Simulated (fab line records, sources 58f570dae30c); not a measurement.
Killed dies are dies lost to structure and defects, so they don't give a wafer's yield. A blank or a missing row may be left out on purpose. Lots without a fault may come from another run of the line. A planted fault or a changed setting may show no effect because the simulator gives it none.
Chamber matching | flow berkeley_cmos170 | UCB170_SPACER_ETCHBACK_03 on rie_diel-02: 4 sister chambers
The step etches SiO2 in CHF3/CF4/Ar, stops on Si, target depth 376 nm, time 100 s. 8 wafers are shown with their chamber, then 7 later ones without.

WAFERS WITH THEIR CHAMBER
wafer  | chamber | drypump_motor_current_A (A) | throttle_valve_pct (%)
L622.4 | 2       | 5.73                        | 6.65
L630.3 | 2       | 5.77                        | 6.62
L630.4 | 0       | 5.56                        | 6.63
L628.2 | 3       | 6.12                        | 6.39
L628.5 | 1       | 5.59                        | 6.59
L628.6 | 0       | 5.51                        | 6.62
L632.1 | 3       | 6.09                        | 6.36
L632.2 | 1       | 5.61                        | 6.57

WAFERS WITHOUT THEIR CHAMBER
wafer  | drypump_motor_current_A (A) | throttle_valve_pct (%)
L632.3 | 5.53                        | 6.62
L639.2 | 5.71                        | 6.63
L639.3 | 5.57                        | 6.57
L639.5 | 5.73                        | 6.62
L638.1 | 5.74                        | 6.64
L638.2 | 5.60                        | 6.57
L638.6 | 5.74                        | 6.63

WHICH CHAMBER EACH WENT THROUGH
wafer  | from the rows above | in truth
L632.3 | 0                   | 0
L639.2 | 2                   | 2
L639.3 | 1                   | 1
L639.5 | 2                   | 2
L638.1 | 2                   | 2
L638.2 | 1                   | 1
L638.6 | 2                   | 2
Placed correctly: 7 of 7. Can't be placed from these rows: 0. Placed wrongly: 0.
How it was worked out, from the rows above alone: a wafer's distance from a chamber is the root of the sum, over the readings, of the square of ((its reading less the chamber's mean) divided by the reading's scatter). The wafer belongs to the nearest chamber; if the next one is less than 2 further off, it can't be placed. A chamber's mean is the mean of its shown wafers. The scatter: the root of (the sum of the squares of (reading less its chamber's mean) over the shown wafers, divided by (wafers less chambers)).
